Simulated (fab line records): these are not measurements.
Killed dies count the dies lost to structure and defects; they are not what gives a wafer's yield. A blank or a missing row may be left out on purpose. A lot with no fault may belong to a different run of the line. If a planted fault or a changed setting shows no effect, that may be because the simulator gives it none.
Split-lot study ; flow rit-cmos ; route with 202 steps; 5 lots, 23 wafers read

## ABOUT THE SPLIT
At RIT_CONTACT_ETCH_11 (etches SiO2 in CHF3/CF4/Ar, stops on TiSi2, target depth 480 nm, time 320 s), the setting time-s was moved away from the recipe's 320 s on 11 of the 23 wafers read, by -13.3% to +3.9%. The other wafers ran this setting at the recipe's value.

The reading comes from the split's own step.

## THE READING
NOVOLAK_of_CONTACT_COAT_03.thk-nm (the simulator's own value, which no gauge read), in nm, at RIT_CONTACT_ETCH_11 (etches SiO2 in CHF3/CF4/Ar, stops on TiSi2, target depth 480 nm, time 320 s). No usual value for it is given in the file. Here, 12 wafers ran the recipe; their average is 771.5 nm with a standard deviation of 3.8 nm.

wafer;tool, chamber at the split;time-s as run, s;against the recipe;NOVOLAK_of_CONTACT_COAT_03.thk-nm, nm;against lot-mates on the recipe
L074.2;rie-diel-03, 0;320;recipe;767.2;-
L074.3;rie-diel-03, 1;332.5;+3.9%;764.2;-3.4
L074.4;rie-diel-03, 2;320;recipe;768;-
L074.5;rie-diel-03, 2;332.5;+3.9%;766.3;-1.3
L074.6;rie-diel-03, 1;332.5;+3.9%;765.4;-2.2
L078.4;rie-diel-03, 2;320;recipe;769.8;-
L078.5;rie-diel-03, 2;320;recipe;766.8;-
L078.6;rie-diel-03, 1;320;recipe;772.6;-
L079.1;rie-diel-04, 0;320;recipe;775.3;-
L079.2;rie-diel-04, 2;320;recipe;767.7;-
L079.3;rie-diel-04, 3;277.5;-13.3%;795.4;+23.9
L079.4;rie-diel-04, 1;277.5;-13.3%;791.7;+20.2
L079.6;rie-diel-04, 2;277.5;-13.3%;784.6;+13.1
L080.1;rie-diel-03, 2;320;recipe;776.2;-
L080.2;rie-diel-03, 1;320;recipe;776.5;-
L080.3;rie-diel-03, 0;277.8;-13.2%;790;+14.5
L080.4;rie-diel-03, 1;320;recipe;773.7;-
L080.5;rie-diel-03, 0;277.8;-13.2%;789.7;+14.2
L083.1;rie-diel-04, 2;300.3;-6.2%;777.2;+5.2
L083.2;rie-diel-04, 3;320;recipe;776.4;-
L083.3;rie-diel-04, 0;300.3;-6.2%;779.6;+7.6
L083.4;rie-diel-04, 1;300.3;-6.2%;781.5;+9.5
L083.5;rie-diel-04, 2;320;recipe;767.6;-

FIT RESULTS
A straight line over all 23 wafers: NOVOLAK_of_CONTACT_COAT_03.thk-nm changes by -1.43 nm for each +1% of time-s; r = -0.93; the points scatter about the line by 3.5 nm.
The same after taking each lot's own level away (the mean of its wafers on the recipe; 23 wafers): -1.22 nm for each +1%; r = -0.92; scatter 3.1 nm.
That fit puts the effect of the largest move of time-s on the reading at 16 nm.
Across the lots, their own levels run from 767.60 to 775.47 nm, a range of 2.0 times the standard deviation given above.
Thus the slope moves with the lot-to-lot level: the two fits are different.
Check: +15.3 nm against its lot-mates is what the line predicts for one of the wafers moved furthest among these (-13.3%) when that wafer is left out of the fit. Against them it came out at +23.9 nm.

## FURTHER SPLITS ON THESE WAFERS
Note: prior to the reading, these wafers also went through further splits. Each is held against what the fit with the lots' levels taken away leaves over:
other split on the same wafers;wafers away from the commonest value;r with NOVOLAK_of_CONTACT_COAT_03.thk-nm (lot level and that fit taken away)
RIT_SDANNEAL_CLEAN_00 temp-c;15;-0.20
RIT_CONTACT_CVD_00 time-s;12;+0.07

## FILE'S OWN FIT
NOVOLAK_of_CONTACT_COAT_03.thk-nm changes by -1.23 nm for each +1% of time-s, r = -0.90.
